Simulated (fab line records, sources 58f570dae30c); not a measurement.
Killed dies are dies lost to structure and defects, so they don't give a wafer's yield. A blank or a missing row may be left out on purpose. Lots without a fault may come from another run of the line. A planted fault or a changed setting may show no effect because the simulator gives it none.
A struck lot beside a sound one | flow berkeley_cmos170 | 14 steps out of a route of 331
Sound: wafers L906.1, L906.2, L906.4. Struck: wafers L917.1, L917.2, L917.4. The cause comes at the end.
At each step with rows: each side's tool, then ch and its chambers, then its first start. Under that, the readings that differ: sound wafers | struck wafers | difference of the means | sigmas: that difference in standard deviations of wafers without a fault.
alike: readings whose means differ by less than 2 such deviations, and words and numbers that are the same on both sides. not compared: withheld readings, readings that some wafer has no value for, bounds like >300 that may hide the same value, and numbers for which the record gives no deviation and whose values overlap.
The two part at a step that has a row with sigmas, a row that says differs or no value, or rows on one side only. Numbers that don't overlap but have no deviation are shown without sigmas and don't part them. A reading that every wafer of one side lacks parts them only if that side has two wafers or more.

UCB170_CONTACT_ETCH_18: etches PSG in CHF3/CF4/Ar, stops on TiSi2, target depth 840 nm, time 195 s.
  sound on rie_diel-04 ch 0,2,3; struck on rie_diel-04 ch 0,1,2
  alike: drypump_motor_current_A, oes_product_au, throttle_valve_pct
  not compared: rf_hours_counter_h
UCB170_CONTACT_STRIP_19: strips in O2.
  sound on plasma_asher-02 ch 0,1, day 7 23:34; struck on plasma_asher-03 ch 0,1, day 9 16:25
  reading                     | sound          | struck         | difference | sigmas
  drypump_motor_current_A (A) | 5.62 5.44 5.44 | 5.67 6.24 6.21 | +0.54      | +2
  alike: oes_product_au
  not compared: rf_hours_counter_h
UCB170_CONTACT_CD_MEAS_90: target cd 700 nm.
  sound on cd_sem-02, day 7 23:40; struck on cd_sem-01, day 9 16:31
  alike: cd_nm
then, 1 step without rows for these wafers: UCB170_CONTACT_CLEAN_20 (cleans in SPM, time 600 s).
UCB170_M1_SPUTTER_00: material Al, target thk 600 nm, time 80 s.
  sound on pvd_sputter-02, day 8 00:41; struck on pvd_sputter-04, day 9 18:26
  alike: cathode_dc_power_W, throttle_valve_pct
UCB170_M1_RS_MEAS_01: measures by four-point-probe.
  sound on film_metro-02, day 8 00:45; struck on film_metro-04, day 9 18:30
  alike: M1_AL_RS
UCB170_M1_THK_MEAS_02: measures by xrf.
  sound on film_metro-02, day 8 00:52; struck on film_metro-04, day 9 18:37
  alike: M1_AL_THK
then, 5 steps without rows for these wafers: UCB170_M1_COAT_03; UCB170_M1_COAT_04 (resist thk 900 nm); UCB170_M1_SOFTBAKE_05 (time 60 s); UCB170_M1_EXPOSE_06 (exposes mask METAL1, target cd 700 nm); UCB170_M1_PEB_07.
UCB170_M1_DEVELOP_08: develop time 45 s.
  sound on litho_track-03 ch 0, day 8 02:00; struck on litho_track-01, day 9 19:00
  no value came back on the struck wafers for chill_plate_temp_C (C), develop_time_s (s), resist_line_temp_C (C); on the sound wafers chill_plate_temp_C (C) reads 23.11 23.10 23.00
  reading                             | sound             | struck            | difference | sigmas
  model.KrF_of_M1_COAT_04.thk_nm (nm) | 887.4 889.6 889.8 | 897.9 894.3 895.8 | +7.1       |
UCB170_M1_CD_MEAS_09: target cd 700 nm.
  sound on cd_sem-01, day 8 02:11; struck on cd_sem-01, day 9 19:41
  reading    | sound             | struck | difference                    | sigmas
  cd_nm (nm) | 699.2 700.0 700.6 | - - -  | no value on the struck wafers |

WHERE THEY PART
First at UCB170_CONTACT_STRIP_19; last, within this record, at UCB170_M1_CD_MEAS_09.

WHY: what the simulator had put in
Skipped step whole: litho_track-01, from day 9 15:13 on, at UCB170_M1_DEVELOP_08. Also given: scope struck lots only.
